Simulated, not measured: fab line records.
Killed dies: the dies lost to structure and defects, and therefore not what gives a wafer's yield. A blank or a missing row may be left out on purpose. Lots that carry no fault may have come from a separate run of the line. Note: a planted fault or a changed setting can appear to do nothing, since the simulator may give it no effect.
The tool behind it: which one?    flow rit_cmos    Sampling: 13 lots, 39 wafers, 3 of 202 route steps

== WHAT THE GAUGES SHOWED, per wafer ==
RIT_ACTIVE_BOW_MEAS_00.
lot   measured     on             INCOMING_BOW (um)
L767  day 1 10:00  film_metro-02  0 6 -3
L769  day 1 20:02  film_metro-02  -4 0 13
L771  day 2 06:00  film_metro-01  -9 -7 -7
L772  day 2 11:04  film_metro-02  -10 2 -2
L773  day 2 16:00  film_metro-02  0 0 0
L774  day 2 21:02  film_metro-01  -1 2 -1
L776  day 3 07:00  film_metro-01  -1 2 -3
L777  day 3 12:00  film_metro-02  7 5 5
L778  day 3 17:00  film_metro-02  9 -9 -2
L785  day 5 04:00  film_metro-01  1 -1 8
L788  day 5 19:00  film_metro-02  -6 1 11
L789  day 6 00:05  film_metro-01  4 1 11
L790  day 6 05:01  film_metro-02  -2 -5 -5

RIT_PWELL_OVL_MEAS_06.
lot   measured     on          PWELL_OVL (nm)
L767  day 1 23:17  overlay-02  0.3 0.0 1.6
L769  day 2 12:11  overlay-01  0.5 -1.4 -1.8
L771  day 3 01:35  overlay-02  -0.7 -2.3 -2.1
L772  day 3 04:34  overlay-01  2.4 2.3 2.0
L773  day 3 08:46  overlay-01  -0.3 -1.0 -2.3
L774  day 3 12:46  overlay-02  1.5 2.3 3.1
L776  day 4 00:08  overlay-01  -0.2 1.7 1.5
L777  day 4 05:59  overlay-02  -3.2 -3.8 -1.5
L778  day 4 09:31  overlay-01  -0.9 1.0 -2.1
L785  day 5 18:58  overlay-02  -0.5 -0.3 0.1
L788  day 6 09:31  overlay-02  1.3 0.1 0.3
L789  day 6 14:54  overlay-02  0.1 -0.2 0.2
L790  day 6 19:52  overlay-02  3.8 3.0 3.2

== WHICH TOOL RAN EACH LOT (tool, then ch and the chambers of the sampled wafers, then the start) ==
lot   RIT_NWELL_STRIP_09
L767  plasma_asher-03 ch 0,1, day 1 22:05
L769  plasma_asher-01 ch 0,1, day 2 11:04
L771  plasma_asher-01 ch 0,1, day 3 00:20
L772  plasma_asher-01 ch 0,1, day 3 03:22
L773  plasma_asher-04 ch 1, day 3 07:32
L774  plasma_asher-03 ch 0,1, day 3 11:34
L776  plasma_asher-01 ch 0,1, day 3 23:02
L777  plasma_asher-03 ch 0,1, day 4 04:44
L778  plasma_asher-04 ch 0,1, day 4 08:20
L785  plasma_asher-03 ch 0,1, day 5 17:43
L788  plasma_asher-03 ch 0,1, day 6 08:16
L789  plasma_asher-03 ch 0,1, day 6 13:38
L790  plasma_asher-04 ch 0, day 6 18:45
- RIT_NWELL_STRIP_09: strips in O2, time 180 s.

== AS READ BY THE TOOLS THEMSELVES (means over the sampled wafers that have a number; for cases with no such wafer, the mark the record gives instead) ==
RIT_NWELL_STRIP_09.
lot   tool             drypump_motor_current_A (A)  run_length_s (s)
L767  plasma_asher-03  5.5                          208.5
L769  plasma_asher-01  5.8                          208.3
L771  plasma_asher-01  5.8                          208.0
L772  plasma_asher-01  5.8                          208.1
L773  plasma_asher-04  5.7                          208.2
L774  plasma_asher-03  5.5                          208.6
L776  plasma_asher-01  5.8                          208.1
L777  plasma_asher-03  5.6                          208.0
L778  plasma_asher-04  5.5                          208.0
L785  plasma_asher-03  5.6                          208.0
L788  plasma_asher-03  5.5                          208.5
L789  plasma_asher-03  5.5                          208.7
L790  plasma_asher-04  5.3                          208.0

== THE ANSWER, worked out from the rows above alone ==
Rule: the usual values come from the lots themselves. The widest of any qualifying gaps counts: lots, ordered by their means at a reading, are off when they make up no more than a third of the lots, leave a main group of 4 or more, and stand apart from it by 3 or more times the standard deviation of that group's means. A main group whose means are all the same, to the digits that the tables above print for the reading, isn't used. A lot without any number at a reading at which 4 lots or more have one is off too. All remaining lots with rows at the step are treated as sound. First the gauges in route order, then the tools' own readings, where a lot's mean is used as printed above. The first step at which some lot is off is used, and at that step the reading that is off furthest; a lot without a number counts as furthest.
Across all readings shown, no lot is off: no conclusion can be drawn from this.

== WHAT HAD BEEN PUT IN BY THE SIMULATOR ==
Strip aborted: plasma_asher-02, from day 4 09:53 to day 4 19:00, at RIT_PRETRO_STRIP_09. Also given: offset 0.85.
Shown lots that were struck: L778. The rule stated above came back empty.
